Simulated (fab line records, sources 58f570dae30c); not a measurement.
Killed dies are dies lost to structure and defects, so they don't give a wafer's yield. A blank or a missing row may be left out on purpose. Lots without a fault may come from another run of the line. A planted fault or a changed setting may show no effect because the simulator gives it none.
Problem report in the 8D (eight disciplines) form, filled by code | flow berkeley_cmos170 | the parts of the form that need people (team, actions taken, sign-off) are left out

1. THE PROBLEM
GATE_POLY_THK at UCB170_GATE_THK_MEAS_05 reads a mean of 159.1 nm on 6 wafers of 2 lots; wafers without a fault read 214.1 nm with a standard deviation of 2.1. That is -26 standard deviations from the usual mean.
First seen on wafer L236.2, day 11 11:07, on film_metro-01. The record holds 42 wafers of 14 lots with a number at this step. Rule for "out", or "out of limits": more than 4 standard deviations from the usual mean. The other wafers with a number count as sound.

2. WHAT IT IS AND WHAT IT IS NOT
question                    | is                           | is not
which readings at this step | GATE_POLY_THK                | -
which lots                  | L236, L237                   | L215, L216, L217, L219, L220, L221, L223, L224, L225, L226, L227, L238
which wafers of those lots  | all that have a number       | -
read on which gauges        | film_metro-01, film_metro-04 | film_metro-02
when                        | from day 11 11:07            | up to then (36 sound wafers)

3. SUSPECTS, AND WHAT RULES EACH OUT
Counting: a tool at a process step up to the reading stays a suspect if it ran every lot that is out and no sound lot after the first of them.
- the gauge at UCB170_GATE_THK_MEAS_05: ruled out. The wafers that are out were read on 2 gauges (film_metro-01, film_metro-04).
- lpcvd-01 at UCB170_GATE_CVD_04 (deposits poly-Si from SiH4, time 1440 s, target thk 214 nm): kept. It ran every lot that is out, first L236 (day 11 09:42), and no sound lot after that; its last sound lot up to then is L238 (day 11 09:42). Its own readings are out on those wafers: spike_tc_centre_C, spike_tc_load_C, susceptor_temp_C.
Left after counting: lpcvd-01 at UCB170_GATE_CVD_04.

4. THE CAUSE (what the simulator had put in)
Process parameter drift: lpcvd-01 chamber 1, from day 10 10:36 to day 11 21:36, at UCB170_GATE_CVD_04. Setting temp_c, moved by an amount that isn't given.
Counting left only this tool.

5. THE CHAIN OF EFFECTS, in route order
Each row: a reading whose mean over the struck wafers that have a number lies more than 3 standard deviations from the usual. Only readings for which the record gives a usual standard deviation are gone through. hours: the time from each lot's start at the first step in this table that gives one to its start at this step, as a median over the lots. sigmas: the change in usual standard deviations.
hours | step                    | reading           | usual      | on struck wafers | change | sigmas
0     | UCB170_GATE_CVD_04      | spike_tc_centre_C | 611.8 C    | 600.5            | -11.3  | -9.4
0     | UCB170_GATE_CVD_04      | spike_tc_load_C   | 634.1 C    | 623.1            | -11.0  | -5.8
0     | UCB170_GATE_CVD_04      | spike_tc_source_C | 631.2 C    | 620.6            | -10.6  | -4.2
0     | UCB170_GATE_CVD_04      | susceptor_temp_C  | 610.03 C   | 597.84           | -12.19 | -41
1     | UCB170_GATE_THK_MEAS_05 | GATE_POLY_THK     | 214.1 nm   | 159.1            | -55.0  | -26
4     | UCB170_GATE_ETCH_15     | oes_product_au    | 0.825 a.u. | 0.684            | -0.141 | -11
The process steps in it:
- UCB170_GATE_CVD_04: deposits poly-Si from SiH4, time 1440 s, target thk 214 nm.
- UCB170_GATE_ETCH_15: etches poly-Si in HBr/Cl2, stops on SiO2, time 56.3 s, target depth 278.2 nm.
Later measuring or inspecting steps at which every struck wafer that the step has a row for has a number for every such reading, and none has moved that far: UCB170_NSD_TW_MEAS_10.

6. WHAT WOULD HAVE CAUGHT IT SOONER
In this record the first reading out of limits at a measuring or inspecting step was taken at day 11 11:07, 25 hours after the fault began at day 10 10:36.
The tool's own readings at UCB170_GATE_CVD_04 were out on every struck wafer that the step has a row for (spike_tc_centre_C, spike_tc_load_C, susceptor_temp_C): an alarm limit on them would have fired on the first of those.
All the lots that are out (2) had begun UCB170_GATE_CVD_04 on lpcvd-01 by day 11 11:07. A hold on the tool at that time would have spared none of them.
